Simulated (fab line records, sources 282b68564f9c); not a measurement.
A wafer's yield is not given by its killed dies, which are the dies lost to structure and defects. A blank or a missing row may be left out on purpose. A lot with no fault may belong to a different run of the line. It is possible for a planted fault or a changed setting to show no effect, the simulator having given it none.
Problem report in the 8D (eight disciplines) form, filled by code || flow rit-cmos || the parts of the form that need people (team, actions taken, sign-off) are left out

1. PROBLEM STATEMENT
Mean of oes-product-au at RIT_SPACER_ETCHBACK_05: 0.988 a.u. across 6 wafers in 2 lots; on wafers with no fault it is 0.842 a.u. (standard deviation 0.012). That is +12 standard deviations from the usual mean.
The step: etches Si3N4 in SF6/CHF3, stops on SiO2, target depth 250 nm, time 240 s.
The first sign was on wafer L171.1 at day 4 09:54, on rie-diel-02. At this step, 18 wafers from 6 lots have a number in the record. The rule behind "out" and "out of limits": a value lying over 4 standard deviations away from the usual mean. The other wafers with a number count as sound.

2. WHAT IT IS; WHAT IT IS NOT
{"question": "which readings at this step", "is": "oes-product-au", "is not": "CHF3_flow_sccm, drypump-motor-current-A, throttle-valve-pct"}
{"question": "which lots", "is": "L171, L172", "is not": "L166, L168, L174, L185"}
{"question": "which wafers of those lots", "is": "all that have a number", "is not": "-"}
{"question": "read on which tools", "is": "rie-diel-02", "is not": "rie-diel-01, rie-diel-04"}
{"question": "when", "is": "from day 4 09:54", "is not": "up to then (6 sound wafers); but 6 sound wafers of L174, L185 came after"}

3. THE SUSPECTS, EACH WITH WHAT RULES IT OUT
Counting: a tool at any process step up to the reading remains a suspect when it ran all the lots that are out and ran no sound lot after the first of those.
- rie-diel-02 at RIT_SPACER_ETCHBACK_05 (etches Si3N4 in SF6/CHF3, stops on SiO2, target depth 250 nm, time 240 s): kept. Every lot that is out went through it, starting with L171 (day 4 09:54), and after that it ran no sound lot; the last sound lot it ran before then is L168 (day 3 17:16). On those wafers its own readings are out: oes-product-au.
The count leaves rie-diel-02 at RIT_SPACER_ETCHBACK_05.

4. THE CAUSE (what the simulator had put in)
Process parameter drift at RIT_SPACER_ETCHBACK_05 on rie-diel-02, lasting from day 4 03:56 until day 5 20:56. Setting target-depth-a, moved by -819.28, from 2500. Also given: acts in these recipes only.
After counting, this tool was the only one left.

5. SEQUENCE OF EFFECTS, ordered by route
Rows list readings where the struck wafers' mean (over those with a number) sits beyond 3 standard deviations from the usual. Only readings whose record carries a usual standard deviation are examined. hours: median over the lots of the time between each lot's start at the first step of this table that gives one and its start at this step. sigmas: the change, counted in usual standard deviations.
{"hours": 0, "step": "RIT_SPACER_ETCHBACK_05", "reading": "oes-product-au", "usual": "0.842 a.u.", "on struck wafers": 0.988, "change": "+0.146", "sigmas": "+12"}
Here are the process steps it includes:
- RIT_SPACER_ETCHBACK_05: etches Si3N4 in SF6/CHF3, stops on SiO2, target depth 250 nm, time 240 s.

6. WHAT WOULD HAVE CAUGHT IT SOONER
6 hours passed between the start of the fault at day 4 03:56 and the first reading out of limits in this record, taken at day 4 09:54.
